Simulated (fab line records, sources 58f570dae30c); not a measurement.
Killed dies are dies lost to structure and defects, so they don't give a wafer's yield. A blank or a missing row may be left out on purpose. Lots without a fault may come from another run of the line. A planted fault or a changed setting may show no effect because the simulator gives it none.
Problem report in the 8D (eight disciplines) form, filled by code | flow berkeley_cmos170 | the parts of the form that need people (team, actions taken, sign-off) are left out

1. THE PROBLEM
dose_ions_cm2 at UCB170_NWELL_IMPLANT_14 reads a mean of 1.0344e+13 on 6 wafers of 2 lots; wafers without a fault read 1.0002e+13 with a standard deviation of 1.1e+10. That is +31 standard deviations from the usual mean.
First seen on wafer L427.3, day 3 04:59, on implanter-03. The record holds 18 wafers of 6 lots with a number at this step. Rule for "out", or "out of limits": more than 4 standard deviations from the usual mean. The other wafers with a number count as sound.

2. WHAT IT IS AND WHAT IT IS NOT
question                    | is                     | is not
which readings at this step | dose_ions_cm2          | beam_energy_keV
which lots                  | L427, L431             | L425, L426, L429, L443
which wafers of those lots  | all that have a number | -
read on which tools         | implanter-03           | implanter-01, implanter-02
when                        | from day 3 04:59       | up to then (6 sound wafers); but 6 sound wafers of L429, L443 came after

3. SUSPECTS, AND WHAT RULES EACH OUT
Counting: a tool at a process step up to the reading stays a suspect if it ran every lot that is out and no sound lot after the first of them.
- implanter-03 at UCB170_NWELL_IMPLANT_14: kept. It ran every lot that is out, first L427 (day 3 04:59), and no sound lot after that; its last sound lot up to then is L426 (day 2 23:45). Its own readings are out on those wafers: dose_ions_cm2.
Left after counting: implanter-03 at UCB170_NWELL_IMPLANT_14.

4. THE CAUSE (what the simulator had put in)
Process parameter drift: implanter-03, from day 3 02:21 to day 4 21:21, at UCB170_NWELL_IMPLANT_14. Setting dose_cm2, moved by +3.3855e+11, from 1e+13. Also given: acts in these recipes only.
Counting left only this tool.

5. THE CHAIN OF EFFECTS, in route order
Each row: a reading whose mean over the struck wafers that have a number lies more than 3 standard deviations from the usual. Only readings for which the record gives a usual standard deviation are gone through. hours: the time from each lot's start at the first step in this table that gives one to its start at this step, as a median over the lots. sigmas: the change in usual standard deviations.
hours | step                    | reading       | usual      | on struck wafers | change      | sigmas
0     | UCB170_NWELL_IMPLANT_14 | dose_ions_cm2 | 1.0002e+13 | 1.0344e+13       | +3.4167e+11 | +31
The process steps in it:
- UCB170_NWELL_IMPLANT_14

6. WHAT WOULD HAVE CAUGHT IT SOONER
In this record the first reading out of limits was taken at day 3 04:59, 3 hours after the fault began at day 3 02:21.
